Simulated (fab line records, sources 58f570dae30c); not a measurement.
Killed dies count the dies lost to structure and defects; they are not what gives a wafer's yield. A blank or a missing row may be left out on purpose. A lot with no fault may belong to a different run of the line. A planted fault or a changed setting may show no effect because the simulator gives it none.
The same fault as seen by 2 desks + flow berkeley cmos170 + what lay behind the numbers comes last; until then each desk has only its own

== TOOL OWNER'S DESK, implanter-01 ==
UCB170_PWELL_IMPLANT_15, tool's own readings: per-lot mean of the sampled wafers with a number, covering each lot this tool ran. Marked OUT: a lot whose mean sits more than 4 standard deviations from the usual mean, which makes it out of limits; the brackets give that distance.
Columns: A = beam on s at UCB170_PWELL_IMPLANT_15, usual 10.01 s; B = dose ions cm2 at UCB170_PWELL_IMPLANT_15, usual 5e+12; C = faraday current uA at UCB170_PWELL_IMPLANT_15, usual 15.8
| lot  | first seen here | A     | B                       | C              |
|------|-----------------|-------|-------------------------|----------------|
| L526 | day 3 04:11     | 10.16 | 5e+12                   | 15.6           |
| L528 | day 3 19:58     | 10.11 | 5e+12                   | 15.7           |
| L529 | day 3 20:28     | 9.88  | 5e+12                   | 16.0           |
| L530 | day 4 04:08     | 9.84  | 5e+12                   | 16.1           |
| L533 | day 5 00:43     | 10.21 | 5e+12                   | 15.6           |
| L536 | day 5 13:13     | 10.27 | 5e+12                   | 15.5           |
| L540 | day 6 09:10     | 10.14 | 6e+12 (+99 or more) OUT | 19.4 (+11) OUT |
| L542 | day 6 16:10     | 10.03 | 6e+12 (+99 or more) OUT | 19.6 (+12) OUT |
Finding of this desk: L540, L542 out of limits; the first was L540 at day 6 09:10, on dose ions cm2 at UCB170_PWELL_IMPLANT_15. In limits: L526, L528, L529, L530, L533, L536.

== METROLOGY DESK ==
What the gauges read for every lot (on any tool): the sampled wafers with a number, averaged. Marked OUT: a lot whose mean sits more than 4 standard deviations from the usual mean, which makes it out of limits; the brackets give that distance.
Columns: A = PWELL_TW at UCB170_PWELL_TW_MEAS_17, usual 385; B = M1_OVL at UCB170_M1_OVL_MEAS_10, usual 1 nm
| lot  | first seen here | A              | B  |
|------|-----------------|----------------|----|
| L526 | day 3 04:26     | 379            | -6 |
| L528 | day 3 20:13     | 389            | 2  |
| L529 | day 3 20:41     | 389            | 2  |
| L530 | day 4 04:21     | 388            | 2  |
| L531 | day 4 18:02     | 388            | 1  |
| L533 | day 5 00:57     | 381            | 3  |
| L535 | day 5 13:12     | 379            | -1 |
| L536 | day 5 13:26     | 392            | 6  |
| L538 | day 6 01:41     | 390            | 3  |
| L539 | day 6 09:08     | 389            | 1  |
| L540 | day 6 09:23     | 414 (+5.4) OUT | -3 |
| L541 | day 6 16:13     | 390            | -3 |
| L542 | day 6 16:23     | 416 (+5.7) OUT | -1 |
| L547 | day 7 18:22     | 388            | -3 |
This desk's finding: out of limits on L540, L542; first on L540, day 6 09:23 (PWELL_TW at UCB170_PWELL_TW_MEAS_17). In limits: L526, L528, L529, L530, L531, L533, L535, L536, L538, L539, L541, L547.

== BROUGHT TOGETHER ==
On L540, L542, at day 6 09:10, an alarm was possible from the tool owner's desk.
L540, L542 would have let the metrology desk raise an alarm at day 6 09:23.
All the named lots went through UCB170_PWELL_IMPLANT_15 on implanter-01.

== WHAT WAS PUT IN BY THE SIMULATOR ==
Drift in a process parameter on implanter-01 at UCB170_PWELL_IMPLANT_15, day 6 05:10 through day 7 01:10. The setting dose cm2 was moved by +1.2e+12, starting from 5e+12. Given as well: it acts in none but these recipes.
Shown lots that were struck: L540, L542.
Time in hours from fault onset to the first out-of-limits reading at each desk: tool owner's desk 4, metrology desk 4.
